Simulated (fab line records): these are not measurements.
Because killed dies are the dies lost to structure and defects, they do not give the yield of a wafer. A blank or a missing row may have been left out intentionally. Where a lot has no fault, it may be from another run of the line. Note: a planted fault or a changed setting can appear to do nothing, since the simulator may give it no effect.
Problem report in the 8D (eight disciplines) form, filled by code    flow ritCmos    the parts of the form that need people (team, actions taken, sign-off) are left out

== 1. PROBLEM STATEMENT ==
PSD_RS at RIT_SDANNEAL_RS_MEAS_04 reads a mean of 98.0 ohm/sq on 6 wafers of 2 lots; wafers without a fault read 116.1 ohm/sq with a standard deviation of 0.3. Relative to the usual mean, that is a shift of -60 standard deviations.
The step: measures by four-point-probe.
Seen first at day 4 12:40 on filmMetro-04, wafer L729.2. The record has a number at this step for 42 wafers belonging to 14 lots. Rule for "out" (also "out of limits"): further than 4 standard deviations from the usual mean. Any other wafer with a number is counted as sound.

== 2. WHAT IT IS, WHAT IT ISN'T ==
question                     is                          is not
which readings at this step  PSD_RS                      -
which lots                   L729, L731                  L722, L723, L724, L725, L726, L727, L738, L740, L742, L743, L744, L745
which wafers of those lots   all that have a number      -
read on which gauges         filmMetro-01, filmMetro-04  filmMetro-02
when                         from day 4 12:40            up to then (18 sound wafers); but 18 sound wafers of L738, L740, L742, L743, L744, L745 came after

== 3. THE SUSPECTS, EACH WITH WHAT RULES IT OUT ==
Counting: a tool at any process step up to the reading remains a suspect when it ran all the lots that are out and ran no sound lot after the first of those.
- the gauge at RIT_SDANNEAL_RS_MEAS_04 has been ruled out. 2 gauges (filmMetro-01, filmMetro-04) read the wafers that are out.
- rtpAnneal-01 at RIT_SDANNEAL_RTA_03 (time 5 s): ruled out as a lasting fault. Sound lots L743, L745 ran on it after its first lot that is out, L729 (day 4 12:33).
Left after counting: nothing in the record.

== 4. THE CAUSE (what the simulator had put in) ==
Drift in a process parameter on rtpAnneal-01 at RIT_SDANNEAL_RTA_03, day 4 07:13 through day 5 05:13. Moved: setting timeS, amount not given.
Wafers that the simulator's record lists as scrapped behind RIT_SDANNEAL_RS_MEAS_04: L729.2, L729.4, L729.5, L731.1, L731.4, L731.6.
It was ruled out by counting, in error; the rule expects a fault to strike all lots run on its tool from its start on, and this fault did not.

== 5. THE CHAIN OF EFFECTS, in route order ==
One row per reading whose mean, taken over the struck wafers that have a number, lies over 3 standard deviations from the usual. Scope: only readings with a usual standard deviation given in the record; hours: median across lots of the time from each lot's start at the first step in this table that gives one to its start at this step; sigmas: change in usual standard deviations.
hours  step                     reading  usual         on struck wafers  change  sigmas
0      RIT_SDANNEAL_RS_MEAS_04  PSD_RS   116.1 ohm/sq  98.0              -18.1   -60

== 6. HOW IT WOULD HAVE BEEN CAUGHT EARLIER ==
The first out-of-limits reading at a measuring or inspecting step in this record came at day 4 12:40, 5 hours after the fault's start at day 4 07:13.
No tool reading at RIT_SDANNEAL_RTA_03 that has a usual standard deviation in the record was out on any struck wafer, so an alarm limit of 4 standard deviations on those readings would not have fired.
